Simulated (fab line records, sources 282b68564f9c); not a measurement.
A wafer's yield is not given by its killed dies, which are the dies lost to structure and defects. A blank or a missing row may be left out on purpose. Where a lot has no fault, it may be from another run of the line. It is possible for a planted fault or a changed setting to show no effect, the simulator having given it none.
Check of tool commonality | flow ritCmos | Sampled: 15 lots, 45 wafers

== WHY THIS WAS OPENED ==
Of 15 lots, 3 have the reading NLDD_TW flagged at RIT_NLDD_TW_MEAS_10. Wafers without a fault read 2480, standard deviation 15.
Rule: a lot is flagged in two cases, either no wafer of it has a number, or all its wafers with numbers fall more than 4 standard deviations from that mean. The other lots count as sound.

lot  | measured    | on           | NLDD_TW, wafer by wafer | flag
L563 | day 2 23:31 | filmMetro-04 | 2487 2468 2483          | 
L564 | day 3 06:51 | filmMetro-04 | 2477 2474 2482          | 
L565 | day 3 13:45 | filmMetro-02 | 2483 2481 2485          | 
L566 | day 3 16:17 | filmMetro-03 | 2500 2483 2485          | 
L567 | day 4 01:52 | filmMetro-02 | 2485 2485 2486          | 
L568 | day 4 04:47 | filmMetro-04 | 2456 2460 2451          | 
L569 | day 4 07:13 | filmMetro-02 | 2475 2490 2493          | 
L570 | day 4 14:58 | filmMetro-04 | 2458 2454 2463          | 
L571 | day 4 21:03 | filmMetro-03 | 2499 2502 2492          | 
L572 | day 5 02:16 | filmMetro-03 | 2673 2662 2659          | FLAGGED
L573 | day 5 03:55 | filmMetro-03 | 2667 2654 2646          | FLAGGED
L574 | day 5 11:32 | filmMetro-04 | 2651 2637 2646          | FLAGGED
L581 | day 7 02:07 | filmMetro-02 | 2495 2481 2495          | 
L584 | day 7 13:59 | filmMetro-04 | 2456 2468 2461          | 
L585 | day 7 17:55 | filmMetro-03 | 2493 2498 2477          | 
The mean of the flagged lots' numbers is 2655, +175 from the usual (+12 standard deviations).

== WHICH TOOL RAN EACH LOT ==
The record keeps 1 process step preceding the reading, out of 202 steps on the route. In each cell: the tool, then ch and the chambers that the sampled wafers went through, then the start.
lot  | flag    | RIT_NLDD_IMPLANT_08
L563 |         | implanter-02 ch 0, day 2 23:13
L564 |         | implanter-04 ch 0, day 3 06:32
L565 |         | implanter-04 ch 0, day 3 13:28
L566 |         | implanter-04 ch 0, day 3 15:58
L567 |         | implanter-04 ch 0, day 4 01:35
L568 |         | implanter-03 ch 0, day 4 04:28
L569 |         | implanter-04 ch 0, day 4 06:55
L570 |         | implanter-04 ch 0, day 4 14:41
L571 |         | implanter-03 ch 0, day 4 20:44
L572 | FLAGGED | implanter-04 ch 0, day 5 01:56
L573 | FLAGGED | implanter-04 ch 0, day 5 03:36
L574 | FLAGGED | implanter-04 ch 0, day 5 11:13
L581 |         | implanter-03 ch 0, day 7 01:47
L584 |         | implanter-03 ch 0, day 7 13:42
L585 |         | implanter-03 ch 0, day 7 17:37
What these steps do:
- RIT_NLDD_IMPLANT_08
- RIT_NLDD_TW_MEAS_10

== FLAGGED OVER TOTAL, TOOL BY TOOL (the gauges that took the reading come last) ==
step                | tool         | lots run | flagged | share of the flagged lots | sound lots run after its first flagged lot
RIT_NLDD_IMPLANT_08 | implanter-02 | 1        | 0       | none                      | -
RIT_NLDD_IMPLANT_08 | implanter-03 | 5        | 0       | none                      | -
RIT_NLDD_IMPLANT_08 | implanter-04 | 9        | 3       | all                       | 0
RIT_NLDD_TW_MEAS_10 | filmMetro-02 | 4        | 0       | none                      | -
RIT_NLDD_TW_MEAS_10 | filmMetro-03 | 5        | 2       | some                      | 1 (L585)
RIT_NLDD_TW_MEAS_10 | filmMetro-04 | 6        | 1       | some                      | 1 (L584)

== WHAT IS ALLOWED BY THE TABLE ==
Rows of the table that ran each flagged lot: 1, that is implanter-04 at RIT_NLDD_IMPLANT_08.
- implanter-04 at RIT_NLDD_IMPLANT_08: 3 of its 9 lots flagged. It ran its last sound lot, L570, at day 4 14:41 and its first flagged lot, L572, at day 5 01:56: a fault with its onset between the two fits. Its own readings (doseIonsCm2, faradayCurrentUA) fall more than 4 standard deviations out on all wafers of the flagged lots.
One tool is left: implanter-04 at RIT_NLDD_IMPLANT_08.

== WHAT THE SIMULATOR PUT IN ==
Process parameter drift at RIT_NLDD_IMPLANT_08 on implanter-04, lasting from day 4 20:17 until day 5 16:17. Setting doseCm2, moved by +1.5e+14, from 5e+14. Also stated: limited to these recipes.
Shown lots that were struck: L572, L573, L574. The rule above reached the same finding.
